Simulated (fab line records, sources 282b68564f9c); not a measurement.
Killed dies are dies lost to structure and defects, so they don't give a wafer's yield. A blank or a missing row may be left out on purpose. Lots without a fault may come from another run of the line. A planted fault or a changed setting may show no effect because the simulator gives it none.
A struck lot beside a sound one | flow rit_cmos | 17 steps out of a route of 202
Sound: wafers L851.2, L851.3, L851.6. Struck: wafers L860.1, L860.2, L860.3. The cause comes at the end.
At each step with rows: each side's tool, then ch and its chambers, then its first start. Under that, the readings that differ: sound wafers | struck wafers | difference of the means | sigmas: that difference in standard deviations of wafers without a fault.
alike: readings whose means differ by less than 2 such deviations, and words and numbers that are the same on both sides. not compared: withheld readings, readings that some wafer has no value for, bounds like >300 that may hide the same value, and numbers for which the record gives no deviation and whose values overlap.
The two part at a step that has a row with sigmas, a row that says differs or no value, or rows on one side only. Numbers that don't overlap but have no deviation are shown without sigmas and don't part them. A reading that every wafer of one side lacks parts them only if that side has two wafers or more.

first, 1 step without rows for these wafers: RIT_PSD_IMPLANT_08.
RIT_PSD_STRIP_09: strips in O2, time 180 s.
  sound on plasma_asher-02 ch 0,1, day 3 11:46; struck on plasma_asher-04 ch 0,1, day 5 08:52
  alike: drypump_motor_current_A
  not compared: rf_hours_counter_h
RIT_PSD_TW_MEAS_10:
  sound on film_metro-01, day 3 11:58; struck on film_metro-04, day 5 09:03
  alike: PSD_TW
then, 3 steps without rows for these wafers: RIT_SDANNEAL_CLEAN_00 (cleans in SC1, time 600 s); RIT_SDANNEAL_CLEAN_01 (cleans in dHF, time 30 s); RIT_SDANNEAL_CLEAN_02 (cleans in SC2, time 600 s).
RIT_SDANNEAL_RTA_03: time 5 s.
  sound on rtp_anneal-02 ch 0, day 3 12:23; struck on rtp_anneal-01 ch 0, day 5 09:28
  alike: wafer_temp_C_max
RIT_SDANNEAL_RS_MEAS_04: measures by four-point-probe.
  sound on film_metro-04, day 3 12:28; struck on film_metro-01, day 5 09:32
  alike: PSD_RS
RIT_SDANNEAL_RS_MEAS_05: measures by four-point-probe.
  sound on film_metro-04, day 3 12:35; struck on film_metro-01, day 5 09:39
  alike: NSD_RS
RIT_SDANNEAL_RS_MEAS_06: measures by four-point-probe.
  sound on film_metro-04, day 3 12:42; struck on film_metro-01, day 5 09:46
  alike: PLDD_RS
RIT_SDANNEAL_RS_MEAS_07: measures by four-point-probe.
  sound on film_metro-04, day 3 12:49; struck on film_metro-01, day 5 09:53
  alike: NLDD_RS
then, 1 step without rows for these wafers: RIT_SILICIDE_WET_ETCH_00 (etches SiO2 in BOE, target depth 14 nm, time 15.33 s).
RIT_SILICIDE_SPUTTER_01: material Ti, target thk 30 nm, time 240 s.
  sound on pvd_sputter-04, day 3 12:56; struck on pvd_sputter-04, day 5 10:01
  reading                                     | sound             | struck            | difference | sigmas
  model.Ti_of_SILICIDE_SPUTTER_01.thk_nm (nm) | 29.84 29.81 29.92 | 33.85 33.76 34.13 | +4.06      |
  alike: throttle_valve_pct
RIT_SILICIDE_RS_MEAS_02: measures by four-point-probe.
  sound on film_metro-02, day 3 13:06; struck on film_metro-03, day 5 10:10
  reading                 | sound          | struck         | difference | sigmas
  SILICIDE_TI_RS (ohm/sq) | 48.2 48.1 48.1 | 41.2 41.3 40.8 | -7.0       | -10
RIT_SILICIDE_THK_MEAS_03: measures by xrf.
  sound on film_metro-02, day 3 13:13; struck on film_metro-03, day 5 10:17
  reading              | sound          | struck         | difference | sigmas
  SILICIDE_TI_THK (nm) | 29.7 29.6 29.7 | 33.7 33.8 34.0 | +4.2       | +12
RIT_SILICIDE_RTA_04: time 10 s, ramp up 5 s, ramp down 5 s.
  sound on rtp_anneal-01 ch 0, day 3 13:16; struck on rtp_anneal-01 ch 0, day 5 10:21
  alike: wafer_temp_C_max
RIT_M1_PROBE_99:
  sound on prober-01, day 3 21:39; struck on prober-02, day 5 21:00
  reading                              | sound             | struck            | difference | sigmas
  model.etest.ppoly_line.line_ohm_um   | 156.9 153.9 155   | 153 153.8 151.1   | -3         |
  model.etest.contact_pplus.end_ohm_um | 42.11 42.95 43.38 | 49.49 48.81 48.37 | +6.08      |
  model.etest.contact_nplus.end_ohm_um | 40.43 42.63 41.76 | 43.58 46.09 46.25 | +3.70      |
  model.etest.npoly_line.rs_ohm_sq     | 17.02 17.02 16.93 | 15.53 15.52 15.57 | -1.45      |
  model.etest.ppoly_line.rs_ohm_sq     | 16.48 16.48 16.4  | 15.14 15.17 15.14 | -1.30      |
  model.etest.npoly_sal.rs_ohm_sq      | 4.359 4.392 4.346 | 3.921 3.938 3.873 | -0.455     |
  model.etest.ppoly_sal.rs_ohm_sq      | 4.327 4.299 4.305 | 3.877 3.888 3.851 | -0.438     |
  alike: killed_at_contacts, killed_at_front_end, killed_dies, killed_open, killed_short
  not compared: model.etest.npoly_line.line_ohm_um

WHERE THEY PART
First at RIT_SILICIDE_RS_MEAS_02; last, within this record, at RIT_SILICIDE_THK_MEAS_03. Later steps at which nothing parts them and some readings are alike: RIT_SILICIDE_RTA_04, RIT_M1_PROBE_99.

WHY: what the simulator had put in
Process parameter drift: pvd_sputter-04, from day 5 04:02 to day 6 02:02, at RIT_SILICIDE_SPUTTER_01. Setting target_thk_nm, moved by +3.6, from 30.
